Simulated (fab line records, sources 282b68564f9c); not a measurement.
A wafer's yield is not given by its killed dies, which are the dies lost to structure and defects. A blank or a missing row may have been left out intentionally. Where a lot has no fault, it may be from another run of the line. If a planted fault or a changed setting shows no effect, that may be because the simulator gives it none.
Which of the tools did it? | flow rit_cmos | Sampling: 14 lots, 42 wafers, 2 of 202 route steps

## WHAT EACH GAUGE READ, for each wafer
RIT_SPACER_THK_MEAS_04. Usual: SPACER_NITRIDE_THK typically reads 249.9 nm, with standard deviation 2.2.
lot  | measured    | on            | SPACER_NITRIDE_THK (nm) | flag
L945 | day 2 21:52 | film_metro-03 | 247.5 248.1 249.3       |
L946 | day 3 04:16 | film_metro-01 | 250.3 248.9 248.3       |
L947 | day 3 08:14 | film_metro-03 | 249.4 252.8 249.9       |
L948 | day 3 12:27 | film_metro-04 | 248.7 249.0 249.7       |
L949 | day 3 19:15 | film_metro-01 | 253.9 254.8 251.6       |
L950 | day 4 03:41 | film_metro-03 | 250.0 249.6 247.7       |
L951 | day 4 07:22 | film_metro-04 | 249.8 247.9 247.7       |
L954 | day 4 20:08 | film_metro-04 | 250.5 249.7 252.1       |
L955 | day 5 06:33 | film_metro-01 | 251.8 252.1 252.6       |
L956 | day 5 10:38 | film_metro-01 | 249.3 248.0 249.4       |
L958 | day 5 16:37 | film_metro-04 | 249.7 248.2 249.1       |
L964 | day 6 23:31 | film_metro-01 | 205.1 204.1 204.9       | OFF
L966 | day 7 09:47 | film_metro-04 | 206.1 205.2 203.4       | OFF
L967 | day 7 16:19 | film_metro-04 | 251.9 252.4 250.9       |

## EACH LOT AND THE TOOL THAT RAN IT (in order: tool; ch and the chambers of the sampled wafers; start)
lot  | RIT_SPACER_CVD_03
L945 | lpcvd-02 ch 0, day 2 19:55
L946 | lpcvd-01 ch 0, day 3 02:21
L947 | lpcvd-01 ch 1, day 3 06:19
L948 | lpcvd-02 ch 0, day 3 10:32
L949 | lpcvd-01 ch 1, day 3 17:20
L950 | lpcvd-01 ch 0, day 4 01:47
L951 | lpcvd-02 ch 1, day 4 05:26
L954 | lpcvd-01 ch 1, day 4 18:13
L955 | lpcvd-01 ch 1, day 5 03:40
L956 | lpcvd-01 ch 0, day 5 08:43
L958 | lpcvd-02 ch 0, day 5 14:41
L964 | lpcvd-02 ch 1, day 6 21:35
L966 | lpcvd-02 ch 1, day 7 07:52
L967 | lpcvd-01 ch 1, day 7 14:24
- RIT_SPACER_CVD_03: deposits Si3N4 from SiH2Cl2/NH3, target thk 250 nm, time 3300 s.

## AS READ BY THE TOOLS THEMSELVES (means over the sampled wafers that have a number; for cases with no such wafer, the mark the record gives instead)
RIT_SPACER_CVD_03. Usual: nh3_flow_sccm 150.0 sccm, standard deviation 0.47; pressure_mtorr 300.2 mTorr, standard deviation 0.6; sih2cl2_flow_sccm 59.99 sccm, standard deviation 0.15; spike_tc_centre_C 812.5 C, standard deviation 1.5; spike_tc_load_C 834.6 C, standard deviation 1.6; zone_power_centre_pct 37.8 %, standard deviation 2.6.
lot  | tool     | nh3_flow_sccm (sccm) | pressure_mtorr (mTorr) | sih2cl2_flow_sccm (sccm) | spike_tc_centre_C (C) | spike_tc_load_C (C) | zone_power_centre_pct (%) | flag
L945 | lpcvd-02 | 149.7                | 300.5                  | 60.19                    | 813.2                 | 834.9               | 40.5                      |
L946 | lpcvd-01 | 149.6                | 299.6                  | 60.03                    | 813.4                 | 834.7               | 35.6                      |
L947 | lpcvd-01 | 150.2                | 300.0                  | 60.07                    | 811.5                 | 836.3               | 40.6                      |
L948 | lpcvd-02 | 149.9                | 299.9                  | 59.95                    | 813.2                 | 834.0               | 40.0                      |
L949 | lpcvd-01 | 149.6                | 300.1                  | 59.98                    | 812.6                 | 837.0               | 40.4                      |
L950 | lpcvd-01 | 150.1                | 300.0                  | 60.10                    | 813.8                 | 832.7               | 34.9                      |
L951 | lpcvd-02 | 149.8                | 300.0                  | 60.11                    | 811.3                 | 833.8               | 35.7                      |
L954 | lpcvd-01 | 150.0                | 299.5                  | 59.86                    | 811.9                 | 835.8               | 40.3                      |
L955 | lpcvd-01 | 150.4                | 300.1                  | 59.93                    | 812.0                 | 836.3               | 40.2                      |
L956 | lpcvd-01 | 150.3                | 301.1                  | 59.88                    | 813.1                 | 833.6               | 35.2                      |
L958 | lpcvd-02 | 150.4                | 300.4                  | 59.90                    | 811.8                 | 833.6               | 40.8                      |
L964 | lpcvd-02 | 149.0                | 151.1                  | 59.84                    | 810.4                 | 834.8               | 35.4                      | OFF
L966 | lpcvd-02 | 150.3                | 150.0                  | 60.10                    | 810.8                 | 833.3               | 35.4                      | OFF
L967 | lpcvd-01 | 150.0                | 300.5                  | 59.89                    | 811.8                 | 836.6               | 40.3                      |

## THE ANSWER, worked out from the rows above alone
Rule: a lot counts as off when the mean over its wafers that have a number is more than 3 standard deviations away from the usual mean. Also off: a lot with no number at a reading for which 4 or more lots have one. Any other lot the step has rows for is counted as sound. First the gauges in route order, then the tools' own readings, where a lot's mean is used as printed above. The first step at which some lot is off is used, and at that step the reading that is off furthest; a lot without a number counts as furthest.
Off: L964, L966, at RIT_SPACER_THK_MEAS_04 (SPACER_NITRIDE_THK).
If a tool, at a process step before that reading, ran all the lots that are off and no sound lot after the first of them, it fits. Not tried: the gauges at RIT_SPACER_THK_MEAS_04; whatever is off there is also off at RIT_SPACER_CVD_03, on other tools, and gauge error can't account for it. One candidate fits, namely lpcvd-02 at RIT_SPACER_CVD_03. Its last sound lot is L958 (day 5 14:41), its first lot that is off L964 (day 6 21:35): a fault that began between those two fits.
On the lots that are off, the tool's own readings at RIT_SPACER_CVD_03 differ by more than 5 times the standard deviation of the sound lots' means, which bears it out; pressure_mtorr reads 150.6 mTorr there versus 300.1 mTorr on the sound lots.

## WHAT THE SIMULATOR HAD INSERTED
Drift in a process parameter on lpcvd-02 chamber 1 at RIT_SPACER_CVD_03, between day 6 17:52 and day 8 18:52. From 300, the setting pressure_mtorr moved by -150. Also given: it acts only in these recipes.
Struck lots among those shown: L964, L966. Same finding as the rule above.
